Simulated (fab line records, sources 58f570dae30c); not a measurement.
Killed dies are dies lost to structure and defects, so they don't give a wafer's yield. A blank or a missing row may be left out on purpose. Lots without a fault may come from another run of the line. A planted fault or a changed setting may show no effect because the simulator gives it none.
Chamber matching | flow berkeley_cmos170 | UCB170_NWELL_ETCH_13 on rie_diel-02: 4 sister chambers
The step etches Si3N4 in CH3F/Ar/O2, stops on SiO2, target depth 246.4 nm, time 154 s. 14 wafers are shown with their chamber, then 6 later ones without.

WAFERS WITH THEIR CHAMBER
wafer  | chamber | drypump_motor_current_A (A) | throttle_valve_pct (%) | oes_product_au (a.u.)
L856.1 | 2       | 5.3                         | 7.90                   | 0.943
L856.2 | 1       | 5.3                         | 7.83                   | 0.953
L856.5 | 2       | 5.3                         | 7.91                   | 0.940
L857.1 | 2       | 5.3                         | 7.89                   | 0.954
L857.2 | 1       | 5.3                         | 7.82                   | 0.968
L857.5 | 2       | 5.3                         | 7.89                   | 0.950
L864.1 | 2       | 5.3                         | 7.92                   | 0.958
L864.3 | 1       | 5.3                         | 7.81                   | 0.979
L864.4 | 3       | 6.1                         | 7.99                   | 0.938
L865.2 | 3       | 6.1                         | 7.99                   | 0.966
L865.3 | 0       | 5.3                         | 7.93                   | 0.992
L869.1 | 0       | 5.3                         | 7.93                   | 0.958
L869.3 | 3       | 6.2                         | 7.99                   | 0.926
L869.6 | 1       | 5.3                         | 7.83                   | 0.970

SIGNATURES (means of the wafers above)
reading                 | chamber 0 | chamber 1 | chamber 2 | chamber 3 | scatter within a chamber
drypump_motor_current_A | 5.300     | 5.300     | 5.300     | 6.133     | 0.0258
throttle_valve_pct      | 7.9300    | 7.8225    | 7.9020    | 7.9900    | 0.00977
oes_product_au          | 0.97500   | 0.96750   | 0.94900   | 0.94333   | 0.0141
Rule: a wafer's distance from a chamber is the root of the sum, over the readings, of the square of ((its reading less the chamber's mean) divided by the reading's scatter). The wafer belongs to the nearest chamber; if the next one is less than 2 further off, it can't be placed. The scatter: the root of (the sum of the squares of (reading less its chamber's mean) over the shown wafers, divided by (wafers less chambers)).

WAFERS WITHOUT THEIR CHAMBER
wafer  | drypump_motor_current_A (A) | throttle_valve_pct (%) | oes_product_au (a.u.)
L876.3 | 5.3                         | 7.92                   | 0.957
L876.4 | 6.1                         | 7.98                   | 0.933
L876.5 | 5.3                         | 7.93                   | 0.956
L878.2 | 5.3                         | 7.90                   | 0.973
L878.3 | 5.3                         | 7.92                   | 0.953
L878.6 | 5.3                         | 7.91                   | 0.960

WHICH CHAMBER EACH WENT THROUGH
wafer  | from the rows above     | in truth
L876.3 | can't be placed: 0 or 2 | 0
L876.4 | 3                       | 3
L876.5 | can't be placed: 0 or 2 | 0
L878.2 | can't be placed: 2 or 0 | 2
L878.3 | can't be placed: 2 or 0 | 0
L878.6 | can't be placed: 2 or 0 | 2
Placed correctly: 1 of 6. Can't be placed from these rows: 5 (the true chamber is among the candidates in 5). Placed wrongly: 0.
